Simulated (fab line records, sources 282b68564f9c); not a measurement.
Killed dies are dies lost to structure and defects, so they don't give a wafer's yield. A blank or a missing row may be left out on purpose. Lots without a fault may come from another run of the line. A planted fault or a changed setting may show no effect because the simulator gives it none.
One fault seen from 2 desks | flow rit_cmos | each desk has only its own numbers; what lay behind them comes last

THE TOOL OWNER'S DESK: implanter-03
The tool's own readings at RIT_PRETRO_IMPLANT_08: means of the sampled wafers that have a number, for each lot that ran on this tool. A lot is out of limits, marked OUT, if its mean lies more than 4 standard deviations from the usual mean; the brackets give that distance.
Columns: A = dose_ions_cm2 at RIT_PRETRO_IMPLANT_08, usual 1.1998e+13; B = faraday_current_uA at RIT_PRETRO_IMPLANT_08, usual 38.1
lot  | first seen here | A                            | B
L425 | day 2 13:05     | 1.1997e+13                   | 38.1
L433 | day 4 07:35     | 1.1995e+13                   | 39.0
L434 | day 4 15:37     | 1.2009e+13                   | 37.2
L439 | day 5 11:23     | 6.3480e+12 (-99 or more) OUT | 20.3 (-22) OUT
L440 | day 5 16:34     | 6.3277e+12 (-99 or more) OUT | 19.8 (-23) OUT
This desk's finding: out of limits on L439, L440; first on L439, day 5 11:23 (dose_ions_cm2 at RIT_PRETRO_IMPLANT_08). In limits: L425, L433, L434.

THE METROLOGY DESK
What the gauges read, lot by lot, whatever tool the lot ran on: means of the sampled wafers that have a number. A lot is out of limits, marked OUT, if its mean lies more than 4 standard deviations from the usual mean; the brackets give that distance.
Columns: A = PRETRO_TW at RIT_PRETRO_TW_MEAS_10, usual 479
lot  | first seen here | A
L425 | day 2 13:25     | 479
L429 | day 3 10:19     | 481
L431 | day 3 20:25     | 482
L432 | day 4 01:31     | 465
L433 | day 4 07:55     | 483
L434 | day 4 15:56     | 480
L438 | day 5 08:47     | 483
L439 | day 5 11:43     | 396 (-13) OUT
L440 | day 5 16:53     | 395 (-13) OUT
L442 | day 6 05:45     | 479
L443 | day 6 07:59     | 481
L444 | day 6 12:41     | 481
L445 | day 6 18:44     | 478
L446 | day 6 23:41     | 469
This desk's finding: out of limits on L439, L440; first on L439, day 5 11:43 (PRETRO_TW at RIT_PRETRO_TW_MEAS_10). In limits: L425, L429, L431, L432, L433, L434, L438, L442, L443, L444, L445, L446.

PUT TOGETHER
The tool owner's desk could have raised an alarm at day 5 11:23, on L439, L440.
The metrology desk could have raised an alarm at day 5 11:43, on L439, L440.
Of the lots named, all ran RIT_PRETRO_IMPLANT_08 on implanter-03.

WHAT THE SIMULATOR HAD PUT IN
Process parameter drift: implanter-03, from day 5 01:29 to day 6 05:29, at RIT_PRETRO_IMPLANT_08. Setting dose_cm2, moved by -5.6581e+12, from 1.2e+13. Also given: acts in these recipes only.
Lots struck among those shown: L439, L440.
Hours from the fault's start to each desk's first reading out of limits: the tool owner's desk, 10; the metrology desk, 10.
